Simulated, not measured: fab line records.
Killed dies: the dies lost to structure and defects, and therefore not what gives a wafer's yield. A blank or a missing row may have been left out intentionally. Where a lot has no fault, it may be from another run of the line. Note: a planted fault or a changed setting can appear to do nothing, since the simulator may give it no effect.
Which of the tools did it?	flow berkeley cmos170	13 lots, 39 wafers sampled, at 4 steps of a route of 331

== WHAT EACH GAUGE READ, for each wafer ==
UCB170_PLDD_CD_MEAS_06: the cd target is 1200 nm.
lot	measured	on	cd nm (nm)
L312	day 7 04:11	cd sem-02	1200.0 1200.5 1199.6
L311	day 7 04:25	cd sem-01	1202.0 1200.9 1201.6
L314	day 8 05:26	cd sem-02	1199.2 1200.4 1199.0
L313	day 8 05:27	cd sem-01	1198.8 1199.4 1198.5
L315	day 8 05:40	cd sem-02	1199.4 1198.5 1199.2
L317	day 8 15:18	cd sem-01	1199.7 1200.7 1200.0
L318	day 8 15:35	cd sem-01	1199.0 1200.8 1200.3
L316	day 8 15:53	cd sem-01	1198.8 1198.3 1198.9
L319	day 9 21:45	cd sem-01	1198.3 1197.9 1197.9
L321	day 9 21:57	cd sem-01	1199.2 1200.2 1198.7
L322	day 9 22:12	cd sem-02	1200.8 1199.7 1202.2
L324	day 10 13:54	cd sem-01	1199.3 1199.6 1199.4
L327	day 11 10:36	cd sem-02	1200.2 1201.2 1201.2

UCB170_CONTACT_CD_MEAS_90: the cd target is 700 nm.
lot	measured	on	cd nm (nm)
L312	day 8 03:53	cd sem-01	699.2 700.0 699.5
L311	day 8 04:16	cd sem-01	701.4 702.2 700.0
L314	day 9 01:02	cd sem-01	699.9 698.1 700.1
L313	day 9 01:33	cd sem-01	701.2 701.0 702.6
L315	day 9 05:09	cd sem-02	700.1 700.7 699.7
L317	day 9 12:32	cd sem-01	700.2 698.5 699.9
L318	day 9 12:14	cd sem-02	700.8 700.0 700.9
L316	day 9 13:55	cd sem-02	699.1 699.9 699.7
L319	day 10 22:37	cd sem-02	699.8 700.8 700.0
L321	day 10 23:57	cd sem-02	699.5 698.6 699.2
L322	day 11 00:16	cd sem-01	701.4 700.4 701.0
L324	day 11 12:10	cd sem-01	698.9 699.3 698.8
L327	day 12 04:59	cd sem-01	700.4 700.8 699.3

== WHAT TOOL EACH LOT RAN ON (gives the tool, then ch and the chambers of the sampled wafers, and finally the start) ==
lot	UCB170_CONTACT_HMDS_03	UCB170_CONTACT_ETCH_17
L312	litho track-03 ch 0, day 8 01:37	rie diel-04 ch 0,1,2, day 8 03:37
L311	litho track-02 ch 0, day 8 01:51	rie diel-01 ch 1,2, day 8 04:00
L314	litho track-01 ch 0, day 8 22:19	rie diel-02 ch 0,1, day 9 00:44
L313	litho track-02 ch 0, day 8 22:49	rie diel-01 ch 2,3, day 9 01:17
L315	litho track-03 ch 0, day 9 02:57	rie diel-02 ch 0,2,3, day 9 04:53
L317	litho track-01 ch 0, day 9 10:20	rie diel-02 ch 0,2,3, day 9 12:16
L318	litho track-02 ch 0, day 9 10:08	rie diel-01 ch 2,3, day 9 11:56
L316	litho track-01 ch 0, day 9 11:52	rie diel-01 ch 0,1,2, day 9 13:39
L319	litho track-03 ch 0, day 10 20:14	rie diel-02 ch 0,2, day 10 22:21
L321	litho track-02 ch 0, day 10 21:31	rie diel-04 ch 2,3, day 10 23:38
L322	litho track-03 ch 0, day 10 21:55	rie diel-01 ch 1,2, day 11 00:00
L324	litho track-03 ch 0, day 11 09:36	rie diel-01 ch 1,2,3, day 11 11:54
L327	litho track-02 ch 0, day 12 01:54	rie diel-04 ch 1,2,3, day 12 04:43
- UCB170_CONTACT_HMDS_03: prime time 60 s.
- UCB170_CONTACT_ETCH_17: etches BARC in N2/H2.

== AS READ BY THE TOOLS THEMSELVES (means over the sampled wafers that have a number; for cases with no such wafer, the mark the record gives instead) ==
UCB170_CONTACT_HMDS_03.
lot	tool	chill plate temp C (C)	prime temp c (C)
L312	litho track-03	22.87	100.12
L311	litho track-02	23.00	100.09
L314	litho track-01	22.97	99.87
L313	litho track-02	23.00	100.05
L315	litho track-03	22.92	99.96
L317	litho track-01	22.98	100.01
L318	litho track-02	23.01	100.01
L316	litho track-01	23.03	100.29
L319	litho track-03	22.97	99.94
L321	litho track-02	23.06	99.87
L322	litho track-03	22.94	101.45
L324	litho track-03	22.93	101.13
L327	litho track-02	22.86	100.02

UCB170_CONTACT_ETCH_17.
lot	tool	drypump motor current A (A)	oes product au (a.u.)	throttle valve pct (%)
L312	rie diel-04	5.6	1.022	13.40
L311	rie diel-01	5.7	0.984	13.51
L314	rie diel-02	5.7	0.998	13.37
L313	rie diel-01	6.1	0.975	13.21
L315	rie diel-02	5.5	1.016	13.53
L317	rie diel-02	5.6	1.005	13.53
L318	rie diel-01	6.1	0.986	13.40
L316	rie diel-01	5.5	0.980	13.43
L319	rie diel-02	5.7	0.997	13.54
L321	rie diel-04	5.1	0.998	13.27
L322	rie diel-01	5.7	0.986	13.50
L324	rie diel-01	5.8	0.993	13.31
L327	rie diel-04	5.4	1.001	13.37

== THE ANSWER, worked out from the rows above alone ==
Rule: the usual values come from the lots themselves. Put in order of their means at a reading, lots are off if they are a third of the lots or fewer, leave a main group of 4 or more, and stand apart from it by a gap of 3 or more times the standard deviation of the main group's means; of several such gaps the widest counts. A main group whose means are all the same, to the digits that the tables above print for the reading, isn't used. Also off: a lot with no number at a reading for which 4 or more lots have one. Any other lot the step has rows for is counted as sound. First the gauges in route order, then the tools' own readings, where a lot's mean is used as printed above. The first step at which some lot is off is used, and at that step the reading that is off furthest; a lot without a number counts as furthest.
Off, at UCB170_CONTACT_HMDS_03 on prime temp c: L322, L324. Main group: mean 100.02 C, sd 0.11.
If a tool, at that step or one of the process steps before it, ran each lot that is off and ran no sound lot following the first of them, it fits. One fits: litho track-03 at UCB170_CONTACT_HMDS_03. Its last sound lot is L319 (day 10 20:14), its first lot that is off L322 (day 10 21:55): a fault that began between those two fits.
The tool's own readings at UCB170_CONTACT_HMDS_03 bear it out: on the lots that are off they differ by more than 5 times the standard deviation of the sound lots' means. prime temp c reads 101.29 C there against 100.02 C on the sound lots.

== WHAT THE SIMULATOR PUT IN ==
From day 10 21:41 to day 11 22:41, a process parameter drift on litho track-03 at UCB170_CONTACT_HMDS_03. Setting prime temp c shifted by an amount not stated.
Shown lots that were struck: L322, L324. The same result came from the rule above.
